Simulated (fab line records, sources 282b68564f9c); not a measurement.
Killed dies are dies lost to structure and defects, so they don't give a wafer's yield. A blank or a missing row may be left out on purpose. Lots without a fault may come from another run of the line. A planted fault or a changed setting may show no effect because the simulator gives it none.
fab line records | flow rit_cmos
record lots=6 wafers=18 last_day=7
route steps=202 shown PLDD@124 SPACER@125 NSD@131
lots that met no fault: from a run of the same line without faults
start_h: hours from the record's first day to the start of the lot's first wafer shown | wait_h: hours since the lot's step before | " the same as in the row above | L1.1+2: a row that stands for several wafers | - no value, or no start given | * or withheld: withheld | < > ~ a bound
route shown NAME@n: a module of which the file shows steps, and the number in the route of the first | usual: mean/standard deviation of fault-free wafers | same: alike in all rows | chamber/n: place in a boat | sites: the reading at each site | _std_site: their standard deviation | _edge_site: outer sites' mean less inner sites' | radius_mm: how far each site lies from the wafer's centre | mask NAME#n: copy n | behind: the tool/chamber that last shaped the wafer | hold: why the lot was held/for how many hours/how that ended | device: the transistor (n, p or np) that didn't switch | end of line: the same wafers' tests at the end of the route | a step without rows: its recipe alone | killed: dies lost to structure and defects at the first sort, not the wafer's yield | map: a wafer's dies, x killed, . not, _ none there
set.NAME: the setting as run; set.NAME@STEP: as run at that earlier step | model.NAME: the simulator's own value behind a step, which no gauge read
lots at some steps of the route; a table a step, a row a wafer
services: from which hour (start_h, from the record's first day; less than 0 if before it) a tool's chamber was out of use, for how many hours, and why
## steps
# step RIT_PLDD_TW_MEAS_10
# usual PLDD_TW=2393/16
# columns lot.wafer tool chamber start_h wait_h PLDD_TW
L266.2 film_metro-02 - 59.93 0.1 2387
L266.3 " - " " 2399
L266.4 " - " " 2378
L278.4 film_metro-04 - 120.87 0.1 2380
L278.5 " - " " 2378
L278.6 " - " " 2389
L279.3 film_metro-04 - 128.99 0.1 2403
L279.4 " - " " 2394
L279.6 " - " " 2388
L281.3 film_metro-03 - 138.66 0.1 2376
L281.4 " - " " 2371
L281.5 " - " " 2385
L285.1 film_metro-02 - 153.49 0.1 2386
L285.5 " - " " 2387
L285.6 " - " " 2391
L286.2 film_metro-04 - 159.49 0.1 2410
L286.3 " - " " 2393
L286.4 " - " " 2399
# step RIT_SPACER_CLEAN_00
# recipe chemistry=SC1 mix=3:3:50 time_s=600 temp_c=75
# step RIT_SPACER_CLEAN_01
# recipe chemistry=dHF dilution=50:1 time_s=30
# step RIT_SPACER_CLEAN_02
# recipe chemistry=SC2 mix=3:3:50 time_s=600 temp_c=75 dry=n2_spin
# step RIT_SPACER_CVD_03
# recipe material=Si3N4 target_thk_nm=250 temp_c=810 precursor=SiH2Cl2/NH3 time_s=3300 pressure_mtorr=300 sih2cl2_flow_sccm=60 nh3_flow_sccm=150
# step RIT_SPACER_THK_MEAS_04
# recipe reads=Si3N4_of_SPACER_CVD_03
# usual SPACER_NITRIDE_THK=250.3/2.4
# columns lot.wafer tool chamber start_h wait_h SPACER_NITRIDE_THK[nm]
L266.2 film_metro-01 - 62.48 0.0 254.1
L266.3 " - " " 255.2
L266.4 " - " " 254.3
L278.4 film_metro-04 - 123.21 0.0 255.2
L278.5 " - " " 251.0
L278.6 " - " " 252.4
L279.3 film_metro-01 - 131.54 0.0 247.0
L279.4 " - " " 246.9
L279.6 " - " " 247.1
L281.3 film_metro-04 - 141.15 0.0 252.1
L281.4 " - " " 250.0
L281.5 " - " " 251.0
L285.1 film_metro-03 - 156.79 0.0 248.1
L285.5 " - " " 249.2
L285.6 " - " " 246.3
L286.2 film_metro-03 - 162.79 0.0 246.4
L286.3 " - " " 247.1
L286.4 " - " " 247.4
# step RIT_SPACER_ETCHBACK_05
# recipe target_depth_a=2500 SF6_flow_sccm=30 CHF3_flow_sccm=30 target=Si3N4 chemistry=SF6/CHF3 pressure_mtorr=40 rf_w=250 time_s=240 stop_on=SiO2
# usual drypump_motor_current_A=5.8/0.68 oes_product_au=0.840/0.015 throttle_valve_pct=10.23/0.13
# columns lot.wafer tool chamber start_h wait_h drypump_motor_current_A oes_product_au rf_hours_counter_h throttle_valve_pct
L266.2 rie_diel-01 3 62.53 0.0 6.4 0.880 23 10.16
L266.3 " 0 " " 5.2 0.872 158 10.09
L266.4 " 2 " " 5.2 0.830 18 10.32
L278.4 rie_diel-02 3 123.24 0.0 6.2 0.847 23 10.25
L278.5 " 1 " " 4.9 0.855 - 10.33
L278.6 " 0 " " 6.5 0.841 - 10.08
L279.3 rie_diel-04 3 131.58 0.0 6.4 0.816 4 9.94
L279.4 " 0 " " 6.3 0.822 136 10.20
L279.6 " 0 " " 6.2 0.816 - 10.19
L281.3 rie_diel-02 3 141.19 0.0 6.2 0.838 23 10.26
L281.4 " 0 " " 6.5 0.841 36 10.10
L281.5 " 1 " " 4.9 0.855 - 10.32
L285.1 rie_diel-02 0 156.85 0.1 6.5 0.834 37 10.08
L285.5 " 3 " " 6.2 0.843 - 10.25
L285.6 " 2 " " 5.7 0.846 - 10.33
L286.2 rie_diel-02 1 162.84 0.0 4.9 0.837 15 10.33
L286.3 " 0 " " 6.5 0.827 37 10.09
L286.4 " 2 " " 5.7 0.841 6 10.34
# step RIT_NSD_HMDS_00
# recipe prime_time_s=60 prime_temp_c=140
# step RIT_NSD_COAT_01
# recipe resist=NOVOLAK spin_rpm=3250 resist_thk_nm=1000
# step RIT_NSD_SOFTBAKE_02
# recipe resist=NOVOLAK temp_c=90 time_s=61.69
# usual chill_plate_temp_C=22.99/0.088 plate_sensor_t_centre_C=90.969/0.011 plate_sensor_t_edge_C=91.022/0.01
# columns lot.wafer tool chamber start_h wait_h chill_plate_temp_C plate_sensor_t_centre_C plate_sensor_t_edge_C
L266.2 litho_track-01 0 63.01 0.1 22.93 90.952 91.025
L266.3 " 0 " " 23.10 90.972 91.022
L266.4 " 0 " " 23.01 90.950 91.017
L278.4 litho_track-03 0 123.76 0.1 23.29 90.968 91.045
L278.5 " 0 " " 23.07 90.958 91.039
L278.6 " 0 " " 23.07 90.965 91.037
L279.3 litho_track-04 0 132.21 0.1 22.98 90.969 91.017
L279.4 " 0 " " 23.02 90.958 91.014
L279.6 " 0 " " 23.13 90.966 91.010
L281.3 litho_track-03 0 141.69 0.1 23.10 90.960 91.028
L281.4 " 0 " " 23.06 90.944 91.020
L281.5 " 0 " " 22.96 90.971 91.024
L285.1 litho_track-01 0 157.30 0.1 22.96 90.967 91.028
L285.5 " 0 " " 23.02 90.960 91.005
L285.6 " 0 " " 22.85 90.952 91.044
L286.2 litho_track-03 0 163.31 0.1 22.96 90.969 91.035
L286.3 " 0 " " 22.94 90.970 91.037
L286.4 " 0 " " 22.99 90.971 91.005
# step RIT_NSD_EXPOSE_03
# recipe mask_id=M9 na=0.57 target_cd_nm=40700 dose_mj=250
# step RIT_NSD_PEB_04
# recipe resist=NOVOLAK temp_c=withheld time_s=withheld
# step RIT_NSD_DEVELOP_05
# recipe resist=NOVOLAK develop_time_s=50 dev_temp_c=23
# usual chill_plate_temp_C=23.00/0.1 develop_time_s=50/0
# columns lot.wafer tool chamber start_h wait_h chill_plate_temp_C develop_time_s
L266.2 litho_track-03 0 63 - 22.93 50
L266.3 " 0 " " 22.89 50
L266.4 " 0 " " 23.09 50
L278.4 litho_track-01 - 124 - - -
L278.5 " - " " - -
L278.6 " - " " - -
L279.3 litho_track-01 - 132 - - -
L279.4 " - " " - -
L279.6 " - " " - -
L281.3 litho_track-04 0 142 - 23.02 50
L281.4 " 0 " " 22.99 50
L281.5 " 0 " " 23.01 50
L285.1 litho_track-03 0 157 - 23.13 50
L285.5 " 0 " " 23.00 50
L285.6 " 0 " " 23.06 50
L286.2 litho_track-01 0 163 - 22.88 50
L286.3 " 0 " " 23.06 50
L286.4 " 0 " " 22.98 50
# step RIT_NSD_OVL_MEAS_06
# usual NSD_OVL=1.4/1.3
# columns lot.wafer tool chamber start_h wait_h NSD_OVL[nm]
L266.2 overlay-02 - 63.54 - 2.3
L266.3 " - " " 0.7
L266.4 " - " " 1.7
L278.4 overlay-02 - 124.38 - -
L278.5 " - " " -
L278.6 " - " " -
L279.3 overlay-01 - 132.72 - -
L279.4 " - " " -
L279.6 " - " " -
L281.3 overlay-02 - 142.20 - 2.0
L281.4 " - " " 2.2
L281.5 " - " " 3.0
L285.1 overlay-02 - 157.98 - -1.0
L285.5 " - " " 1.9
L285.6 " - " " 0.9
L286.2 overlay-02 - 163.91 - 1.9
L286.3 " - " " 2.5
L286.4 " - " " 0.5
## services
# columns tool chamber start_h hours kind
rie_diel-01 - 39.73 0.3 repair
rie_diel-02 - 72.63 2.8 pm
rie_diel-04 - 75.68 0.6 repair
rie_diel-04 1 97.35 7.6 repair
rie_diel-04 0 101.10 4.5 repair
rie_diel-01 0 106.33 - clean
rie_diel-01 0 106.33 22.8 scheduled_down
rie_diel-01 0 106.33 22.8 vent_cycle
rie_diel-04 3 109.76 2.6 repair
rie_diel-04 0 121.56 1.8 repair
rie_diel-02 - 146.66 1.0 repair
## key
first_sign step=RIT_NSD_DEVELOP_05 reading=tool_record direction=missing
effect none on later readings
met_at RIT_NSD_DEVELOP_05
struck_wafers L278.4,L278.5,L278.6,L279.3,L279.4,L279.6
sort_left_out L278.4,L278.5,L278.6,L279.3,L279.4,L279.6
tester_left_out L278,L279
fault kind=skipped_step_whole tool=litho_track-01 chamber=- onset_h=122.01 steps=RIT_NSD_DEVELOP_05 scope=struck_lots_only
# tester_left_out: of these lots the tester's yield and bins aren't shown, on N5 and GAA mostly nor the transistor test; their killed dies are dies lost to structure and defects alone, not to doping, threshold or leakage, so they don't give the yield
# sort_left_out: the simulated sort isn't trusted on such a fault, so these wafers' sort isn't shown, and their yield isn't known
